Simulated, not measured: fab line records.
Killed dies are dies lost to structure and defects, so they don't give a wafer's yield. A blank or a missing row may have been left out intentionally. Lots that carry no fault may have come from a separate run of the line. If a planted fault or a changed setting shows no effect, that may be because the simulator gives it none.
Struck lot and sound lot, side by side :: flow rit_cmos :: 18 steps out of a route of 202
Sound: the wafers L196.1, L196.3, L196.5. Wafers L192.1, L192.2, L192.6 were the ones struck. The cause is given at the end.
Order at every step that has rows: each side's tool, ch and its chambers, its first start. Under that, the readings that differ: sound wafers :: struck wafers :: difference of the means :: sigmas: that difference in standard deviations of wafers without a fault.
alike: readings with means less than 2 such deviations apart, plus words and numbers identical on both sides. not compared: withheld readings, readings lacking a value on some wafer, bounds such as >300 that could conceal the same value, and numbers that have no deviation in the record and whose values overlap.
The two part at a step that has a row with sigmas, a row that says differs or no value, or rows on one side only. Numbers that don't overlap but have no deviation are shown without sigmas and don't part them. A reading that every wafer of one side lacks parts them only if that side has two wafers or more.

first, 1 step without rows for these wafers: RIT_PWELL_DEVELOP_05 (develop time 68 s).
RIT_PWELL_OVL_MEAS_06:
  sound: overlay-02 at day 6 07:03; struck: overlay-01 at day 5 12:11
  alike: PWELL_OVL
then, 2 steps without rows for these wafers: RIT_PWELL_HARDBAKE_07 (time 120 s); RIT_PWELL_IMPLANT_08.
RIT_PWELL_STRIP_09: strips in O2, time 180 s.
  sound on plasma_asher-03 ch 0,1, day 6 07:29; struck on plasma_asher-03 ch 0,1, day 5 12:46
  alike: drypump_motor_current_A
  not compared: rf_hours_counter_h
RIT_PWELL_TW_MEAS_10:
  sound: film_metro-02 at day 6 07:40; struck: film_metro-02 at day 5 12:56
  alike: PWELL_TW
then, 1 step without rows for these wafers: RIT_WELLDRIVE_ANNEAL_00 (time 14700 s).
RIT_WELLDRIVE_RS_MEAS_01: uses a four-point probe to measure.
  sound: film_metro-02 at day 6 12:49; struck: film_metro-02 at day 5 18:05
  alike: NWELL_RS
RIT_WELLDRIVE_RS_MEAS_02: uses a four-point probe to measure.
  sound: film_metro-02 at day 6 12:56; struck: film_metro-02 at day 5 18:13
  alike: PWELL_RS
then, 3 steps without rows for these wafers: RIT_NRETRO_HMDS_00 (prime time 60 s); RIT_NRETRO_COAT_01 (resist thk 1300 nm); RIT_NRETRO_SOFTBAKE_02 (time 60 s).
RIT_NRETRO_EXPOSE_03: exposes mask M4, target cd 43900 nm.
  sound on iline_stepper-01 ch 0, day 6 13:39; struck on iline_stepper-02 ch 0, day 5 18:54
reading: model.NRETRO.overlay_x_nm (nm)
sound: -0.5736 -0.5736 -0.5736
struck: -299.2 -299.2 -299.2
difference: -298.6
sigmas: 
  alike: mask, exposure_dose_mJ_cm2
then, 2 steps without rows for these wafers: RIT_NRETRO_PEB_04; RIT_NRETRO_DEVELOP_05 (develop time 68 s).
RIT_NRETRO_OVL_MEAS_06:
  sound: overlay-02 at day 6 14:05; struck: overlay-02 at day 5 19:20
reading: NRETRO_OVL (nm)
sound: -1.6 -0.4 -2.5
struck: -297.9 -298.6 -300.1
difference: -297.4
sigmas: -99 or more
then, 1 step without rows for these wafers: RIT_NRETRO_HARDBAKE_07 (time 120 s).
RIT_M1_PROBE_99:
  sound: prober-01 at day 7 17:55; struck: prober-01 at day 6 23:37
reading: model.etest.well_edge_right.line_ohm_um
sound: 180.5 184.3 181.3
struck: 185.2 185.1 187.4
difference: +3.9
sigmas: 

reading: model.etest.retro_edge_nmos.off_log10_a_um
sound: -9.723 -9.618 -10.08
struck: -8.045 -8.241 -8.126
difference: +1.670
sigmas: 

reading: model.etest.retro_edge_pmos.off_log10_a_um
sound: -10.41 -10.19 -10.33
struck: -7.94 -8.006 -7.939
difference: +2.35
sigmas: 
  alike: killed_at_front_end, killed_dies, killed_open, killed_short

## WHERE THEY PART
RIT_NRETRO_OVL_MEAS_06 only, going by this record. Later steps at which nothing parts them and some readings are alike: RIT_M1_PROBE_99.

WHY: what had been put in by the simulator
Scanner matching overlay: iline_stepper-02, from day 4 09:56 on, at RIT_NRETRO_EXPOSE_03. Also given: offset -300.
